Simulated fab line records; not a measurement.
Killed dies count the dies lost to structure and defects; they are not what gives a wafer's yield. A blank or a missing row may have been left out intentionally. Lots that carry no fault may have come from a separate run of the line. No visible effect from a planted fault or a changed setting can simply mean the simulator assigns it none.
Which tool is to blame? | flow berkeley cmos170 | 15 lots, 45 wafers sampled, at 4 steps of a route of 331

WHAT EACH GAUGE READ, for each wafer
UCB170_NWELL_TW_MEAS_16.
lot  | measured    | on            | NWELL_TW
L569 | day 3 02:55 | film metro-03 | 1259 1255 1257
L570 | day 3 02:44 | film metro-03 | 1254 1251 1257
L571 | day 3 11:19 | film metro-01 | 1277 1269 1270
L572 | day 3 11:25 | film metro-03 | 1261 1258 1258
L573 | day 3 17:35 | film metro-03 | 1256 1260 1256
L575 | day 3 23:17 | film metro-04 | 1235 1238 1232
L576 | day 4 11:02 | film metro-01 | 1270 1272 1273
L577 | day 4 18:39 | film metro-04 | 1250 1246 1247
L578 | day 5 02:59 | film metro-03 | 1251 1251 1249
L580 | day 5 13:02 | film metro-04 | 1235 1237 1238
L581 | day 5 13:06 | film metro-04 | 1541 1538 1541
L582 | day 5 22:10 | film metro-03 | 1244 1249 1253
L584 | day 6 06:26 | film metro-04 | 1545 1554 1550
L586 | day 6 13:06 | film metro-01 | 1583 1586 1586
L587 | day 6 16:53 | film metro-01 | 1268 1270 1274

UCB170_ACTIVE_THK_MEAS_06.
lot  | measured    | on            | ACTIVE_NITRIDE_THK (nm)
L569 | day 5 14:22 | film metro-04 | 218.0 216.5 218.5
L570 | day 5 14:23 | film metro-02 | 219.4 219.3 218.6
L571 | day 5 14:26 | film metro-02 | 221.2 222.2 221.4
L572 | day 5 14:22 | film metro-03 | 220.9 220.2 219.6
L573 | day 5 22:40 | film metro-04 | 218.1 219.4 219.1
L575 | day 5 22:39 | film metro-02 | 218.1 219.4 219.1
L576 | day 6 20:46 | film metro-04 | 221.9 222.5 222.6
L577 | day 7 04:08 | film metro-04 | 223.2 222.8 221.7
L578 | day 7 13:17 | film metro-03 | 219.8 222.7 221.6
L580 | day 7 13:20 | film metro-04 | 223.0 222.9 224.5
L581 | day 7 13:17 | film metro-02 | 221.5 221.7 221.9
L582 | day 8 03:38 | film metro-03 | 224.0 223.4 222.3
L584 | day 8 14:43 | film metro-03 | 217.6 218.3 217.2
L586 | day 8 14:44 | film metro-04 | 216.7 218.0 218.6
L587 | day 9 02:34 | film metro-03 | 220.5 219.8 219.8

WHICH TOOL RAN EACH LOT (tool, then ch and the chambers of the sampled wafers, then the start)
lot  | UCB170_ZERO_ETCH_06               | UCB170_NWELL_IMPLANT_14
L569 | rie diel-04 ch 1,3, day 2 11:43   | implanter-01 ch 0, day 3 02:37
L570 | rie diel-02 ch 1,2, day 2 12:00   | implanter-01 ch 0, day 3 02:29
L571 | rie diel-01 ch 0,3, day 2 19:28   | implanter-01 ch 0, day 3 11:05
L572 | rie diel-04 ch 1,2,3, day 2 19:42 | implanter-04 ch 0, day 3 11:10
L573 | rie diel-02 ch 0,1,2, day 3 05:20 | implanter-04 ch 0, day 3 17:21
L575 | rie diel-04 ch 0,2,3, day 3 09:52 | implanter-01 ch 0, day 3 23:02
L576 | rie diel-04 ch 1,2,3, day 3 17:53 | implanter-04 ch 0, day 4 10:48
L577 | rie diel-04 ch 1,2,3, day 3 23:27 | implanter-01 ch 0, day 4 18:24
L578 | rie diel-01 ch 0,1, day 4 05:50   | implanter-01 ch 0, day 5 02:44
L580 | rie diel-01 ch 0,1,3, day 4 20:30 | implanter-01 ch 0, day 5 12:47
L581 | rie diel-02 ch 0,1, day 4 20:44   | implanter-04 ch 0, day 5 12:32
L582 | rie diel-01 ch 0,1,2, day 5 05:05 | implanter-04 ch 0, day 5 21:55
L584 | rie diel-02 ch 1,2,3, day 5 14:56 | implanter-04 ch 0, day 6 05:52
L586 | rie diel-01 ch 0,2,3, day 5 21:10 | implanter-04 ch 0, day 6 12:34
L587 | rie diel-02 ch 1,2, day 6 02:00   | implanter-04 ch 0, day 6 16:38
- UCB170_ZERO_ETCH_06: etches SiO2 in CHF3/CF4/Ar, time 12 s.
- UCB170_NWELL_IMPLANT_14

WHAT THE TOOLS THEMSELVES READ (means of the sampled wafers that have a number; where no wafer has one, the mark that the record gives instead)
UCB170_ZERO_ETCH_06.
lot  | tool        | drypump motor current A (A) | oes product au (a.u.) | throttle valve pct (%)
L569 | rie diel-04 | 6.1                         | 0.618                 | 9.37
L570 | rie diel-02 | 5.8                         | 0.620                 | 9.39
L571 | rie diel-01 | 5.1                         | 0.611                 | 9.13
L572 | rie diel-04 | 6.1                         | 0.619                 | 9.32
L573 | rie diel-02 | 5.7                         | 0.614                 | 9.35
L575 | rie diel-04 | 6.0                         | 0.618                 | 9.36
L576 | rie diel-04 | 6.0                         | 0.620                 | 9.31
L577 | rie diel-04 | 6.0                         | 0.621                 | 9.32
L578 | rie diel-01 | 5.3                         | 0.620                 | 9.17
L580 | rie diel-01 | 5.0                         | 0.619                 | 9.19
L581 | rie diel-02 | 5.5                         | 0.612                 | 9.33
L582 | rie diel-01 | 5.4                         | 0.621                 | 9.24
L584 | rie diel-02 | 5.4                         | 0.612                 | 9.32
L586 | rie diel-01 | 5.5                         | 0.621                 | 9.16
L587 | rie diel-02 | 5.4                         | 0.618                 | 9.40

THE ANSWER, worked out from the rows above alone
Rule: what is usual is taken from the lots themselves. Put in order of their means at a reading, lots are off if they are a third of the lots or fewer, leave a main group of 4 or more, and stand apart from it by a gap of 3 or more times the standard deviation of the main group's means; of several such gaps the widest counts. A main group whose means are all the same, to the digits that the tables above print for the reading, isn't used. A lot without any number at a reading at which 4 lots or more have one is off too. All remaining lots with rows at the step are treated as sound. The gauges are gone through in route order, then the tools' own readings, and for those a lot's mean is taken as printed above. The first step at which some lot is off is used, and at that step the reading that is off furthest; a lot without a number counts as furthest.
Off: at UCB170_NWELL_TW_MEAS_16 (NWELL_TW), L581, L584, L586. Main group: mean 1255, sd 12.
If a tool, at a process step before that reading, ran all the lots that are off and no sound lot after the first of them, it fits. The gauges at UCB170_NWELL_TW_MEAS_16 are tried like those tools. None of those tried fits.

WHAT THE SIMULATOR HAD PUT IN
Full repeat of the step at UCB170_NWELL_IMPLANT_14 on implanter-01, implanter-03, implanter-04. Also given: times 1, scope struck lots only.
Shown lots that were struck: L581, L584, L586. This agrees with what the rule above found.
